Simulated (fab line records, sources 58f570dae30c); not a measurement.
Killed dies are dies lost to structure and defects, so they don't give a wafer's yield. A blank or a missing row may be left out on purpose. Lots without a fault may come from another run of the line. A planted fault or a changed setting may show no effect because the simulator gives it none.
fab line records | flow berkeley_cmos170
record lots=15 wafers=45 last_day=12
route steps=331 shown CONTACT@224 V1@269 M3@327
lots that met no fault: from a run of the same line without faults
start_h: hours from the record's first day to the start of the lot's first wafer shown | wait_h: hours since the lot's step before | " the same as in the row above | L1.1+2: a row that stands for several wafers | - no value, or no start given | * or withheld: withheld | < > ~ a bound
route shown NAME@n: a module of which the file shows steps, and the number in the route of the first | usual: mean/standard deviation of fault-free wafers | same: alike in all rows | chamber/n: place in a boat | sites: the reading at each site | _std_site: their standard deviation | _edge_site: outer sites' mean less inner sites' | radius_mm: how far each site lies from the wafer's centre | mask NAME#n: copy n | behind: the tool/chamber that last shaped the wafer | hold: why the lot was held/for how many hours/how that ended | device: the transistor (n, p or np) that didn't switch | end of line: the same wafers' tests at the end of the route | a step without rows: its recipe alone | killed: dies lost to structure and defects at the first sort, not the wafer's yield | map: a wafer's dies, x killed, . not, _ none there
set.NAME: the setting as run; set.NAME@STEP: as run at that earlier step | model.NAME: the simulator's own value behind a step, which no gauge read
steps of the route over a sample of lots; a table a step, a row a wafer
services: from which hour (start_h, from the record's first day; less than 0 if before it) a tool's chamber was out of use, for how many hours, and why
## steps
# step UCB170_CONTACT_RTA_08
# recipe temp_c=900 time_s=10 ambient=N2
# usual lamp_power_pct=25.5/0.4 wafer_temp_C_max=904.9/1.2
# columns lot.wafer tool chamber start_h wait_h lamp_power_pct wafer_temp_C_max
L465.1 rtp_anneal-01 0 135.03 0.0 25.9 903.4
L465.4 " 0 " " 25.9 904.3
L465.5 " 0 " " 25.9 906.5
L466.3 rtp_anneal-01 0 142.34 0.0 25.9 904.9
L466.4 " 0 " " 25.9 903.8
L466.6 " 0 " " 25.9 904.2
L467.2 rtp_anneal-02 0 143.89 0.0 25.1 905.1
L467.4 " 0 " " 25.1 905.0
L467.6 " 0 " " 25.2 905.4
L469.2 rtp_anneal-01 0 152.20 0.0 25.9 905.6
L469.4 " 0 " " 25.9 905.0
L469.5 " 0 " " 25.9 906.4
L468.2 rtp_anneal-02 0 152.26 0.0 25.1 905.5
L468.3 " 0 " " 25.2 904.9
L468.4 " 0 " " 25.1 903.8
L472.1 rtp_anneal-01 0 176.79 0.0 25.9 904.7
L472.2 " 0 " " 25.9 905.9
L472.6 " 0 " " 25.9 906.2
L473.2 rtp_anneal-02 0 178.73 0.0 25.1 904.4
L473.4 " 0 " " 25.1 904.2
L473.6 " 0 " " 25.1 903.9
L474.2 rtp_anneal-01 0 191.19 0.0 26.0 905.0
L474.3 " 0 " " 25.9 904.4
L474.6 " 0 " " 25.9 906.0
L477.3 rtp_anneal-02 0 191.50 0.0 25.1 905.5
L477.4 " 0 " " 25.1 904.9
L477.5 " 0 " " 25.1 904.9
L475.2 rtp_anneal-01 0 191.55 0.0 25.9 904.7
L475.4 " 0 " " 25.9 905.2
L475.5 " 0 " " 26.0 904.4
L476.1 rtp_anneal-02 0 191.66 0.0 25.1 905.0
L476.2 " 0 " " 25.1 904.9
L476.6 " 0 " " 25.1 904.0
L480.1 rtp_anneal-02 0 211.02 0.0 25.1 903.7
L480.2 " 0 " " 25.1 905.0
L480.5 " 0 " " 25.1 904.4
L481.3 rtp_anneal-01 0 224.66 0.0 25.9 906.4
L481.4 " 0 " " 25.9 906.1
L481.6 " 0 " " 25.9 906.8
L485.1 rtp_anneal-01 0 237.79 0.0 25.9 905.3
L485.2 " 0 " " 25.9 905.5
L485.5 " 0 " " 25.9 904.5
L488.3 rtp_anneal-02 0 264.90 0.0 25.2 903.4
L488.4 " 0 " " 25.1 903.3
L488.6 " 0 " " 25.1 903.4
# step UCB170_CONTACT_CD_MEAS_90
# recipe target_cd_nm=700
# usual cd_nm=699.9/1.6
# columns lot.wafer tool chamber start_h wait_h cd_nm
L465.1 cd_sem-01 - 136.62 0.1 700.9
L465.4 " - " " 698.8
L465.5 " - " " 700.2
L466.3 cd_sem-01 - 144.02 0.1 701.2
L466.4 " - " " 701.2
L466.6 " - " " 700.5
L467.2 cd_sem-01 - 145.73 0.1 699.5
L467.4 " - " " 700.0
L467.6 " - " " 701.1
L469.2 cd_sem-01 - 155.16 0.1 699.3
L469.4 " - " " 701.1
L469.5 " - " " 700.4
L468.2 cd_sem-01 - 155.32 0.1 699.6
L468.3 " - " " 701.8
L468.4 " - " " 701.2
L472.1 cd_sem-02 - 178.25 0.1 699.8
L472.2 " - " " 696.4
L472.6 " - " " 699.7
L473.2 cd_sem-01 - 180.23 0.1 696.5
L473.4 " - " " 698.9
L473.6 " - " " 697.9
L474.2 cd_sem-01 - 192.72 0.1 699.7
L474.3 " - " " 701.6
L474.6 " - " " 700.1
L477.3 cd_sem-02 - 193.28 0.1 698.4
L477.4 " - " " 696.0
L477.5 " - " " 696.8
L475.2 cd_sem-01 - 193.49 0.1 698.7
L475.4 " - " " 700.4
L475.5 " - " " 702.8
L476.1 cd_sem-01 - 193.82 0.1 700.4
L476.2 " - " " 698.8
L476.6 " - " " 699.3
L480.1 cd_sem-01 - 212.66 0.1 698.1
L480.2 " - " " 696.4
L480.5 " - " " 698.8
L481.3 cd_sem-02 - 226.03 0.1 699.3
L481.4 " - " " 697.9
L481.6 " - " " 700.4
L485.1 cd_sem-01 - 239.40 0.1 701.3
L485.2 " - " " 702.8
L485.5 " - " " 702.2
L488.3 cd_sem-02 - 266.37 0.1 700.6
L488.4 " - " " 702.2
L488.6 " - " " 700.2
# step UCB170_V1_STRIP_15
# recipe chemistry=O2 power_w=400 pressure_mtorr=3500 platen_temp_c=withheld o2_flow_sccm=400 overash_fraction=0.5
# usual drypump_motor_current_A=5.69/0.098 oes_product_au=0.722/0.0048 strip_time_to_endpoint_s=15.28/0.15
# columns lot.wafer tool chamber start_h wait_h drypump_motor_current_A oes_product_au rf_hours_counter_h strip_time_to_endpoint_s
L465.1 plasma_asher-01 1 147.66 0.1 5.61 0.729 45 15.25
L465.4 " 0 " " 5.85 0.733 - 15.30
L465.5 " 1 " " 5.60 0.711 - 15.43
L466.3 plasma_asher-03 0 152.24 0.1 5.69 0.712 - 15.46
L466.4 " 1 " " 5.67 0.721 - 15.28
L466.6 " 1 " " 5.65 0.726 - 15.51
L467.2 plasma_asher-01 1 152.48 0.1 5.60 0.717 46 15.64
L467.4 " 0 " " 5.87 0.725 - 15.30
L467.6 " 0 " " 5.86 0.723 - 15.29
L468.2 plasma_asher-01 0 163.75 0.1 5.82 0.726 47 15.16
L468.3 " 0 " " 5.83 0.721 - 15.12
L468.4 " 1 " " 5.63 0.727 - 15.20
L469.2 plasma_asher-01 1 164.04 0.1 5.61 0.728 47 15.17
L469.4 " 1 " " 5.60 0.724 - 15.21
L469.5 " 1 " " 5.59 0.720 - 15.15
L472.1 plasma_asher-04 0 186.68 0.1 5.58 0.726 39 15.19
L472.2 " 1 " " 5.74 0.726 39 15.04
L472.6 " 0 " " 5.56 0.722 - 15.12
L473.2 plasma_asher-01 1 190.66 0.1 5.58 0.723 50 15.52
L473.4 " 1 " " 5.59 0.716 - 15.31
L473.6 " 0 " " 5.88 0.727 - 15.45
L474.2 plasma_asher-04 1 206.36 0.1 5.71 0.722 41 15.35
L474.3 " 1 " " 5.73 0.716 - 15.54
L474.6 " 0 " " 5.58 0.723 - 15.20
L475.2 plasma_asher-01 1 206.85 0.1 5.59 0.721 51 15.07
L475.4 " 1 " " 5.59 0.721 - 15.05
L475.5 " 0 " " 5.87 0.722 - 15.09
L477.3 plasma_asher-04 1 206.94 0.1 5.68 0.732 - 15.56
L477.4 " 0 " " 5.59 0.724 - 15.24
L477.5 " 1 " " 5.73 0.714 - 15.52
L476.1 plasma_asher-03 0 207.20 0.1 5.68 0.729 49 15.51
L476.2 " 1 " " 5.64 0.718 49 15.28
L476.6 " 1 " " 5.65 0.712 - 15.57
L480.1 plasma_asher-03 0 221.04 0.1 5.72 0.723 51 15.49
L480.2 " 1 " " 5.64 0.723 51 15.07
L480.5 " 1 " " 5.64 0.710 - 15.28
L481.3 plasma_asher-03 0 235.24 0.1 5.69 0.724 - 15.12
L481.4 " 1 " " 5.64 0.720 - 15.27
L481.6 " 1 " " 5.64 0.715 - 15.34
L485.1 plasma_asher-04 0 247.39 0.1 5.57 0.715 45 15.13
L485.2 " 1 " " 5.70 0.719 45 15.36
L485.5 " 1 " " 5.71 0.722 - 15.42
L488.3 plasma_asher-01 0 278.04 0.1 5.83 0.725 - 15.20
L488.4 " 1 " " 5.61 0.720 - 15.07
L488.6 " 1 " " 5.59 0.718 - 15.26
# step UCB170_M3_METAL_ETCH_18
# recipe chemistry=Cl2/BCl3 target=Al stop_on=SiO2 pressure_mtorr=12 target_depth_a=11700 over_etch_frac=0.3 time_s=195 icp_w=600 bias_w=120 Cl2_flow_sccm=90 bcl3_flow_sccm=45
# usual drypump_motor_current_A=5.6/0.64 mfc_cl2_sccm=90.01/0.26 oes_product_au=0.857/0.012 run_length_s=223.4/0.43 throttle_valve_pct=24.3/0.31
# columns lot.wafer tool chamber start_h wait_h drypump_motor_current_A mfc_cl2_sccm oes_product_au rf_hours_counter_h run_length_s throttle_valve_pct
L465.1 rie_metal-03 1 157.45 - 4.7 89.97 0.848 3.9 223.7 24.3
L465.4 " 1 " " 4.7 89.92 0.841 - 223.8 24.3
L465.5 " 0 " " 5.7 89.93 0.862 - 223.2 24.3
L466.3 rie_metal-02 0 162.98 - 5.8 90.08 0.877 - 223.7 24.2
L466.4 " 1 " " 5.6 89.72 0.838 - 223.4 24.3
L466.6 " 1 " " 5.6 89.80 0.851 - 223.4 24.3
L467.2 rie_metal-04 0 163.34 - 5.1 89.73 0.853 8.2 223.3 24.8
L467.4 " 1 " " 6.7 89.95 0.847 - 222.5 23.8
L467.6 " 1 " " 6.7 89.98 0.846 - 222.6 23.8
L468.2 rie_metal-03 1 172.52 - 4.7 90.00 0.844 4.5 223.7 24.3
L468.3 " 0 " " 5.7 90.11 0.862 - 223.1 24.3
L468.4 " 1 " " 4.7 90.32 0.853 - 223.8 24.3
L469.2 rie_metal-02 1 172.97 - 5.7 89.98 0.852 3.2 223.6 24.3
L469.4 " 0 " " 5.8 90.09 0.867 - 223.2 24.2
L469.5 " 0 " " 5.8 90.14 0.868 - 223.5 24.2
L472.1 rie_metal-04 1 194.64 - 6.7 89.87 0.852 2.8 222.6 23.8
L472.2 " 0 " " 5.1 89.68 0.845 9.0 223.0 24.8
L472.6 " 0 " " 5.1 89.93 0.844 - 223.1 24.8
L473.2 rie_metal-03 0 198.92 - 5.7 90.01 0.862 2.5 223.6 24.3
L473.4 " 1 " " 4.7 89.98 0.844 - 223.6 24.3
L473.6 " 1 " " 4.7 89.78 0.856 - 223.9 24.3
L474.2 rie_metal-03 1 213.85 - 4.8 89.89 0.852 5.5 223.6 24.3
L474.3 " 1 " " 4.8 90.15 0.845 - 224.3 24.3
L474.6 " 1 " " 4.7 89.76 0.851 - 224.0 24.3
L475.2 rie_metal-04 1 214.93 - 6.7 90.12 0.851 3.6 222.6 23.8
L475.4 " 1 " " 6.7 89.96 0.845 - 222.6 23.8
L475.5 " 0 " " 5.1 90.67 0.843 - 222.9 24.8
L477.3 rie_metal-02 1 215.26 - 5.6 90.04 0.854 - 224.1 24.3
L477.4 " 0 " " 5.8 90.10 0.873 - 223.2 24.2
L477.5 " 1 " " 5.7 89.83 0.842 - 223.6 24.3
L476.1 rie_metal-03 1 215.71 - 4.7 90.09 0.973 5.7 81.3 24.3
L476.2 " 0 " " 5.7 89.78 0.992 3.1 80.9 24.3
L476.6 " 1 " " 4.7 89.94 0.959 - 81.1 24.2
L480.1 rie_metal-03 0 228.89 - 5.7 89.57 1.010 3.5 80.7 24.2
L480.2 " 1 " " 4.7 90.24 0.968 6.1 81.3 24.3
L480.5 " 0 " " 5.7 89.95 1.003 - 80.7 24.2
L481.3 rie_metal-03 0 242.94 - 5.7 90.54 0.996 - 80.6 24.3
L481.4 " 1 " " 4.7 89.87 0.961 - 81.5 24.3
L481.6 " 1 " " 4.7 89.48 0.971 - 81.4 24.3
L485.1 rie_metal-02 1 255.93 - 5.6 89.67 0.849 4.7 224.2 24.3
L485.2 " 0 " " 5.8 89.78 0.881 5.3 223.2 24.2
L485.5 " 1 " " 5.6 89.58 0.864 - 223.8 24.3
L488.3 rie_metal-04 1 289.68 - 6.7 90.37 0.840 - 223.2 23.8
L488.4 " 0 " " 5.1 90.21 0.851 - 223.1 24.9
L488.6 " 0 " " 5.1 90.48 0.853 - 223.1 24.8
# step UCB170_M3_STRIP_19
# recipe chemistry=O2 power_w=400 pressure_mtorr=3500 platen_temp_c=withheld o2_flow_sccm=400 overash_fraction=0.5
# usual drypump_motor_current_A=5.5/0.47 oes_product_au=0.554/0.026
# columns lot.wafer tool chamber start_h wait_h drypump_motor_current_A oes_product_au rf_hours_counter_h
L465.1 plasma_asher-03 1 157.63 0.1 5.6 0.567 45
L465.4 " 1 " " 5.6 0.564 -
L465.5 " 1 " " 5.6 0.549 -
L466.3 plasma_asher-03 1 163.13 0.1 5.6 0.559 -
L466.4 " 0 " " 5.7 0.528 -
L466.6 " 0 " " 5.7 0.529 -
L467.2 plasma_asher-02 1 163.53 0.1 4.6 0.517 6
L467.4 " 1 " " 4.6 0.582 -
L467.6 " 1 " " 4.6 0.591 -
L468.2 plasma_asher-04 0 172.71 0.1 5.6 0.562 38
L468.3 " 0 " " 5.6 0.541 -
L468.4 " 1 " " 5.7 0.573 -
L469.2 plasma_asher-03 0 173.16 0.1 5.7 0.531 46
L469.4 " 1 " " 5.6 0.548 -
L469.5 " 0 " " 5.7 0.543 -
L472.1 plasma_asher-03 1 194.83 0.1 5.7 0.593 48
L472.2 " 0 " " 5.7 0.521 48
L472.6 " 0 " " 5.7 0.514 -
L473.2 plasma_asher-04 1 199.11 0.1 5.7 0.556 40
L473.4 " 0 " " 5.6 0.567 -
L473.6 " 1 " " 5.7 0.568 -
L474.2 plasma_asher-03 1 214.04 0.1 5.6 0.568 50
L474.3 " 0 " " 5.7 0.571 -
L474.6 " 0 " " 5.7 0.575 -
L475.2 plasma_asher-02 1 215.11 0.1 4.6 0.590 11
L475.4 " 0 " " 5.9 0.588 -
L475.5 " 0 " " 5.9 0.513 -
L477.3 plasma_asher-03 0 215.42 0.1 5.7 0.525 -
L477.4 " 1 " " 5.6 0.538 -
L477.5 " 0 " " 5.7 0.530 -
L476.1 plasma_asher-02 0 215.90 0.2 5.9 0.725 11
L476.2 " 1 " " 4.6 0.731 11
L476.6 " 0 " " 5.9 0.733 -
L480.1 plasma_asher-02 0 229.07 0.2 5.9 0.722 12
L480.2 " 1 " " 4.6 0.722 12
L480.5 " 1 " " 4.6 0.724 -
L481.3 plasma_asher-04 0 243.09 0.1 5.5 0.716 -
L481.4 " 1 " " 5.7 0.729 -
L481.6 " 0 " " 5.6 0.722 -
L485.1 plasma_asher-04 1 256.12 0.1 5.7 0.535 46
L485.2 " 0 " " 5.6 0.536 46
L485.5 " 1 " " 5.7 0.528 -
L488.3 plasma_asher-02 1 289.83 0.1 4.6 0.593 -
L488.4 " 0 " " 5.9 0.515 -
L488.6 " 1 " " 4.6 0.527 -
# step UCB170_M3_CD_MEAS_90
# recipe target_cd_nm=700
# usual cd_nm=702/4.4
# columns lot.wafer tool chamber start_h wait_h cd_nm
L465.1 cd_sem-01 - 157.73 0.1 703
L465.4 " - " " 703
L465.5 " - " " 708
L466.3 cd_sem-02 - 163.24 0.1 700
L466.4 " - " " 704
L466.6 " - " " 703
L467.2 cd_sem-02 - 163.65 0.1 698
L467.4 " - " " 699
L467.6 " - " " 701
L468.2 cd_sem-02 - 172.89 0.2 705
L468.3 " - " " 707
L468.4 " - " " 705
L469.2 cd_sem-02 - 173.28 0.1 701
L469.4 " - " " 695
L469.5 " - " " 697
L472.1 cd_sem-02 - 194.93 0.1 697
L472.2 " - " " 696
L472.6 " - " " 696
L473.2 cd_sem-01 - 199.23 0.1 706
L473.4 " - " " 707
L473.6 " - " " 707
L474.2 cd_sem-01 - 214.16 0.1 709
L474.3 " - " " 710
L474.6 " - " " 710
L475.2 cd_sem-02 - 215.23 0.1 700
L475.4 " - " " 700
L475.5 " - " " 698
L477.3 cd_sem-02 - 215.53 0.1 700
L477.4 " - " " 699
L477.5 " - " " 700
L476.1 cd_sem-02 - 216.08 0.1 739
L476.2 " - " " 746
L476.6 " - " " 742
L480.1 cd_sem-01 - 229.17 0.1 740
L480.2 " - " " 737
L480.5 " - " " 741
L481.3 cd_sem-02 - 243.20 0.1 734
L481.4 " - " " 735
L481.6 " - " " 731
L485.1 cd_sem-01 - 256.22 0.1 704
L485.2 " - " " 702
L485.5 " - " " 703
L488.3 cd_sem-01 - 290.10 0.2 704
L488.4 " - " " 700
L488.6 " - " " 701
## services
# columns tool chamber start_h hours kind
plasma_asher-02 0 117.75 - clean
plasma_asher-02 1 117.75 - clean
plasma_asher-03 - 135.26 1.9 repair
rtp_anneal-02 - 201.23 5.3 pm
rie_metal-03 - 209.66 2.8 pm
plasma_asher-02 - 233.37 1.1 repair
plasma_asher-03 - 244.86 4.8 repair
plasma_asher-03 - 260.87 0.9 repair
## key
first_sign step=UCB170_M3_METAL_ETCH_18 reading=run_length_s direction=down sigmas=99+ usual=* struck=*
effect step=UCB170_M3_METAL_ETCH_18 reading=oes_product_au direction=up sigmas=11 usual=0.857 struck=0.981
effect step=UCB170_M3_STRIP_19 reading=oes_product_au direction=up sigmas=6.7 usual=0.554 struck=0.725
effect step=UCB170_M3_CD_MEAS_90 reading=cd_nm direction=up sigmas=8.2 usual=702 struck=738
met_at UCB170_M3_METAL_ETCH_18
struck_lots L476,L480,L481
later_rows_left_out L476.1,L476.2,L480.1,L480.2,L480.5
sort_left_out L476.1,L476.2,L476.6,L480.1,L480.2,L480.5,L481.3,L481.4,L481.6
not_acting_at UCB170_CONTACT_RTA_08,UCB170_CONTACT_CD_MEAS_90,UCB170_V1_STRIP_15
onset_between 213.85 215.71
fault kind=process_parameter_drift tool=rie_metal-03 chamber=- onset_h=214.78 steps=UCB170_M3_METAL_ETCH_18 channel=time_s offset=* shape=step end_h=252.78 acts_in=* stated=*
# sort_left_out: the simulated sort isn't trusted on such a fault, so these wafers' sort isn't shown, and their yield isn't known
# later_rows_left_out: the simulator's readings of these wafers behind a module that went badly wrong aren't trusted and aren't shown, but for the sort
